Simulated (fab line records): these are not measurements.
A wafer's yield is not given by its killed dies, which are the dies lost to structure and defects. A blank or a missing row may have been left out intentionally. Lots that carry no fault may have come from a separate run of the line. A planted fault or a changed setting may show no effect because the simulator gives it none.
Which tool did it? / flow berkeley_cmos170 / 14 lots with 42 wafers sampled at 2 steps, on a route of 331 steps

== WHAT THE GAUGES READ, wafer by wafer ==
UCB170_GATE_THK_MEAS_05.
lot=L241; measured=day 7 02:51; on=film_metro-01; GATE_POLY_THK (nm)=212.3 211.8 212.5
lot=L242; measured=day 7 09:54; on=film_metro-04; GATE_POLY_THK (nm)=214.9 216.5 212.6
lot=L243; measured=day 7 09:53; on=film_metro-03; GATE_POLY_THK (nm)=216.7 215.6 213.7
lot=L244; measured=day 7 09:51; on=film_metro-01; GATE_POLY_THK (nm)=211.8 212.9 213.5
lot=L245; measured=day 7 17:54; on=film_metro-03; GATE_POLY_THK (nm)=212.9 213.2 216.0
lot=L247; measured=day 8 13:07; on=film_metro-04; GATE_POLY_THK (nm)=214.1 213.4 211.8
lot=L248; measured=day 8 13:07; on=film_metro-03; GATE_POLY_THK (nm)=215.5 210.9 211.8
lot=L256; measured=day 10 12:00; on=film_metro-04; GATE_POLY_THK (nm)=295.5 292.4 294.4
lot=L257; measured=day 10 12:01; on=film_metro-03; GATE_POLY_THK (nm)=291.6 292.6 291.5
lot=L258; measured=day 11 06:32; on=film_metro-04; GATE_POLY_THK (nm)=214.5 212.3 213.6
lot=L259; measured=day 11 13:35; on=film_metro-01; GATE_POLY_THK (nm)=211.4 211.8 214.3
lot=L260; measured=day 11 13:40; on=film_metro-04; GATE_POLY_THK (nm)=214.3 212.7 214.9
lot=L262; measured=day 11 13:39; on=film_metro-03; GATE_POLY_THK (nm)=214.1 214.5 214.2
lot=L264; measured=day 12 03:34; on=film_metro-03; GATE_POLY_THK (nm)=213.8 213.1 213.5

== WHICH TOOL RAN EACH LOT (tool, then ch and the chambers of the sampled wafers, then the start) ==
lot=L241; UCB170_GATE_CVD_04=lpcvd-01 ch 0, day 7 00:44
lot=L242; UCB170_GATE_CVD_04=lpcvd-02 ch 0, day 7 08:26
lot=L243; UCB170_GATE_CVD_04=lpcvd-02 ch 0, day 7 08:26
lot=L244; UCB170_GATE_CVD_04=lpcvd-02 ch 1, day 7 08:26
lot=L245; UCB170_GATE_CVD_04=lpcvd-01 ch 1, day 7 15:47
lot=L247; UCB170_GATE_CVD_04=lpcvd-01 ch 1, day 8 11:43
lot=L248; UCB170_GATE_CVD_04=lpcvd-01 ch 0, day 8 11:43
lot=L256; UCB170_GATE_CVD_04=lpcvd-02 ch 1, day 10 10:36
lot=L257; UCB170_GATE_CVD_04=lpcvd-02 ch 1, day 10 10:36
lot=L258; UCB170_GATE_CVD_04=lpcvd-01 ch 0, day 11 05:08
lot=L259; UCB170_GATE_CVD_04=lpcvd-01 ch 0, day 11 12:11
lot=L260; UCB170_GATE_CVD_04=lpcvd-01 ch 1, day 11 12:11
lot=L262; UCB170_GATE_CVD_04=lpcvd-01 ch 1, day 11 12:11
lot=L264; UCB170_GATE_CVD_04=lpcvd-01 ch 0, day 12 02:10
- UCB170_GATE_CVD_04: deposits poly-Si from SiH4, time 1440 s, target thk 214 nm.

== WHAT THE TOOLS THEMSELVES READ (means of the sampled wafers that have a number; where no wafer has one, the mark that the record gives instead) ==
UCB170_GATE_CVD_04.
lot=L241; tool=lpcvd-01; sih4_flow_sccm (sccm)=119.8
lot=L242; tool=lpcvd-02; sih4_flow_sccm (sccm)=119.9
lot=L243; tool=lpcvd-02; sih4_flow_sccm (sccm)=120.1
lot=L244; tool=lpcvd-02; sih4_flow_sccm (sccm)=120.2
lot=L245; tool=lpcvd-01; sih4_flow_sccm (sccm)=119.9
lot=L247; tool=lpcvd-01; sih4_flow_sccm (sccm)=120.2
lot=L248; tool=lpcvd-01; sih4_flow_sccm (sccm)=120.2
lot=L256; tool=lpcvd-02; sih4_flow_sccm (sccm)=119.6
lot=L257; tool=lpcvd-02; sih4_flow_sccm (sccm)=119.6
lot=L258; tool=lpcvd-01; sih4_flow_sccm (sccm)=119.6
lot=L259; tool=lpcvd-01; sih4_flow_sccm (sccm)=120.0
lot=L260; tool=lpcvd-01; sih4_flow_sccm (sccm)=120.1
lot=L262; tool=lpcvd-01; sih4_flow_sccm (sccm)=120.0
lot=L264; tool=lpcvd-01; sih4_flow_sccm (sccm)=119.9

== THE ANSWER, worked out from the rows above alone ==
Rule: usual is defined by the lots themselves. The widest of any qualifying gaps counts: lots, ordered by their means at a reading, are off when they make up no more than a third of the lots, leave a main group of 4 or more, and stand apart from it by 3 or more times the standard deviation of that group's means. The tables above print the reading to a certain number of digits; a main group whose means all agree to those digits is not used. A lot without any number at a reading at which 4 lots or more have one is off too. All remaining lots with rows at the step are treated as sound. The gauges are gone through in route order, then the tools' own readings, and for those a lot's mean is taken as printed above. At the first step where some lot is off, the reading lying furthest off is the one used; lots without a number count as furthest.
Off: at UCB170_GATE_THK_MEAS_05 (GATE_POLY_THK), L256, L257. Mean 213.5 nm and standard deviation 0.9 in the main group.
A tool fits if, at a process step before that reading, it ran every lot that is off, and no sound lot after the first of them. Those tools and the gauges at UCB170_GATE_THK_MEAS_05 are tried in the same way. One fits: lpcvd-02 at UCB170_GATE_CVD_04. A fault onset in the window from L242 (day 7 08:26, its last sound lot) to L256 (day 10 10:36, its first lot off) fits.

== WHAT THE SIMULATOR HAD INSERTED ==
lpcvd-02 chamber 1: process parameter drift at UCB170_GATE_CVD_04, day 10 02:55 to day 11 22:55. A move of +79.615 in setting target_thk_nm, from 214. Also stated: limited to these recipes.
Lots struck among those shown: L256, L257. The rule given above showed the same thing.
